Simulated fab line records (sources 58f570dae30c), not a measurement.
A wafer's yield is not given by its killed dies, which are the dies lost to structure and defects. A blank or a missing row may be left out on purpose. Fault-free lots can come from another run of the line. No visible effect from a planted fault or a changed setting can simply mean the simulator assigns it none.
Code-filled problem report in 8D (eight disciplines) form	flow berkeley-cmos170	the parts of the form that need people (team, actions taken, sign-off) are left out

## 1. PROBLEM STATEMENT
Mean of oes-product-au at UCB170_M2_STRIP_19: 0.020 a.u. across 6 wafers in 2 lots; on wafers with no fault it is 0.538 a.u. (standard deviation 0.009). That is -58 standard deviations from the usual mean.
The step: strips in O2.
First seen on wafer L482.2, day 9 22:57, on plasma-asher-02. Wafers with a number at this step in the record: 42, from 14 lots. Rule for "out", or "out of limits": more than 4 standard deviations from the usual mean. Any other wafer with a number is counted as sound.

## 2. WHAT THIS IS AND IS NOT
question	is	is not
which readings at this step	oes-product-au	drypump-motor-current-A
which lots	L482, L487	L473, L474, L475, L476, L477, L478, L479, L488, L489, L494, L495, L496
which wafers of those lots	all that have a number	-
read on which tools	plasma-asher-02	plasma-asher-01, plasma-asher-03
when	from day 9 22:57	up to then (21 sound wafers); but 15 sound wafers of L488, L489, L494, L495, L496 came after

## 3. WHAT RULES OUT EACH SUSPECT
Counting: a tool at any process step up to the reading remains a suspect when it ran all the lots that are out and ran no sound lot after the first of those.
- plasma-asher-02 at UCB170_M2_STRIP_19 (strips in O2): kept. All lots that are out passed through it, beginning with L482 at day 9 22:57, and no sound lot followed; its final sound lot before that point was L476 at day 9 01:53. Its own readings are out on those wafers: oes-product-au.
The count leaves plasma-asher-02 at UCB170_M2_STRIP_19.

## 4. THE CAUSE (what the simulator had put in)
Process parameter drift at UCB170_M2_STRIP_19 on plasma-asher-02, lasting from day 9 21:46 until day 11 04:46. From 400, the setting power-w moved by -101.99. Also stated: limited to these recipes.
Counting left only this tool.

## 5. SEQUENCE OF EFFECTS, ordered by route
Each row: a reading whose mean over the struck wafers that have a number lies more than 3 standard deviations from the usual. Scope: only readings with a usual standard deviation given in the record; hours: median across lots of the time from each lot's start at the first step in this table that gives one to its start at this step; sigmas: change in usual standard deviations.
hours	step	reading	usual	on struck wafers	change	sigmas
0	UCB170_M2_STRIP_19	oes-product-au	0.538 a.u.	0.020	-0.518	-58
6	UCB170_M3_PROBE_99	defect-limited-yield	98.9 %	0.0	-98.9	-99 or more
6	UCB170_M3_PROBE_99	killed_at_M0_to_M3	1.0	261.8	+260.8	+99 or more
6	UCB170_M3_PROBE_99	killed-dies	3.0	264.0	+261.0	+99 or more
6	UCB170_M3_PROBE_99	killed-on-rim	1.0	70.0	+69.0	+70
6	UCB170_M3_PROBE_99	sort_bin_5_function	0.6 %	99.6	+99.0	+99 or more
6	UCB170_M3_PROBE_99	sort-n-pass	261.0	0.0	-261.0	-99 or more
6	UCB170_M3_PROBE_99	sort-yield-pct	98.9 %	0.0	-98.9	-99 or more
Its process steps:
- UCB170_M2_STRIP_19: strips in O2.
- UCB170_M3_PROBE_99

## 6. HOW IT WOULD HAVE BEEN CAUGHT EARLIER
In this record the first reading out of limits was taken at day 9 22:57, 1 hour after the fault began at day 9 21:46.
